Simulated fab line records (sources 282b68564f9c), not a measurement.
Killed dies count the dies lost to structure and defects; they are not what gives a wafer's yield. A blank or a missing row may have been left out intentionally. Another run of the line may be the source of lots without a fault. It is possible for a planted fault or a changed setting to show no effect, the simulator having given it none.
One fault through the eyes of 2 desks :: flow rit-cmos :: only its own numbers are on each desk; what lay behind them is given at the end

DESK OF THE TOOL OWNER: iline-stepper-01
The tool's own readings at RIT_ACTIVE_EXPOSE_08 (exposes mask M1, target cd 1400 nm): means of the sampled wafers that have a number, for each lot that ran on this tool. The brackets show how far a lot's mean lies from the usual mean; more than 4 standard deviations puts the lot out of limits, marked OUT.
Columns: A = exposure-dose-mJ-cm2 at RIT_ACTIVE_EXPOSE_08, usual 223.42; B = stage-vel-mm-s at RIT_ACTIVE_EXPOSE_08, usual 500.00 mm/s
lot: L603
first seen here: day 2 15:14
A: 223.29
B: 500.10

lot: L605
first seen here: day 3 01:10
A: 223.53
B: 499.89

lot: L607
first seen here: day 3 12:19
A: 261.69 (+99 or more) OUT
B: 499.96

lot: L610
first seen here: day 4 02:10
A: 254.52 (+99 or more) OUT
B: 499.95

lot: L611
first seen here: day 4 07:02
A: 248.63 (+99 or more) OUT
B: 500.18
This desk finds L607, L610, L611 out of limits, L607 being first, at day 3 12:19 (exposure-dose-mJ-cm2 at RIT_ACTIVE_EXPOSE_08). L603, L605 stayed within limits.

FROM THE METROLOGY DESK
What the gauges read, lot by lot, whatever tool the lot ran on: means of the sampled wafers that have a number. The brackets show how far a lot's mean lies from the usual mean; more than 4 standard deviations puts the lot out of limits, marked OUT.
Columns: A = cd-nm at RIT_ACTIVE_CD_MEAS_11, usual 1399.5 nm; B = NLDD_RS at RIT_SDANNEAL_RS_MEAS_07, usual 149.0 ohm/sq; C = cd-nm at RIT_CONTACT_CD_MEAS_08, usual 999.8 nm
lot: L598
first seen here: day 1 14:28
A: 1396.8
B: 149.6
C: 997.2

lot: L599
first seen here: day 1 20:22
A: 1398.2
B: 148.3
C: 1002.9

lot: L600
first seen here: day 2 00:28
A: 1402.6
B: 149.3
C: 1001.4

lot: L602
first seen here: day 2 10:29
A: 1402.6
B: 149.8
C: 997.4

lot: L603
first seen here: day 2 15:40
A: 1400.5
B: 148.6
C: 1001.6

lot: L604
first seen here: day 2 20:39
A: 1401.1
B: 149.2
C: 999.4

lot: L605
first seen here: day 3 01:34
A: 1402.4
B: 149.0
C: 998.5

lot: L607
first seen here: day 3 12:43
A: 1355.0 (-19) OUT
B: 148.9
C: 1001.7

lot: L610
first seen here: day 4 02:34
A: 1362.7 (-15) OUT
B: 148.7
C: 999.1

lot: L611
first seen here: day 4 07:26
A: 1368.4 (-13) OUT
B: 149.0
C: 997.2

lot: L613
first seen here: day 4 17:35
A: 1398.6
B: 149.0
C: 999.3

lot: L617
first seen here: day 5 15:17
A: 1398.4
B: 148.6
C: 999.0

lot: L618
first seen here: day 5 18:30
A: 1400.8
B: 148.4
C: 995.7

lot: L619
first seen here: day 5 23:26
A: 1399.0
B: 149.1
C: 1000.0

lot: L620
first seen here: day 6 04:31
A: 1399.4
B: 148.7
C: 1000.4
This desk finds L607, L610, L611 out of limits, L607 being first, at day 3 12:43 (cd-nm at RIT_ACTIVE_CD_MEAS_11). L598, L599, L600, L602, L603, L604, L605, L613, L617, L618, L619, L620 stayed within limits.

PUT TOGETHER
On L607, L610, L611, at day 3 12:19, an alarm was possible from the tool owner's desk.
At day 3 12:43 the metrology desk could have sounded an alarm, on L607, L610, L611.
The lots listed all ran RIT_ACTIVE_EXPOSE_08 on iline-stepper-01.

WHAT HAD BEEN PUT IN BY THE SIMULATOR
Process parameters drifting: iline-stepper-01 at RIT_ACTIVE_EXPOSE_08, beginning at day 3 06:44. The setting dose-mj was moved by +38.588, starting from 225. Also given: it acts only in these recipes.
Struck lots among those shown: L607, L610, L611.
Delay (hours) between the fault's onset and each desk's first out-of-limits reading: 6 at the tool owner's desk, 6 at the metrology desk.
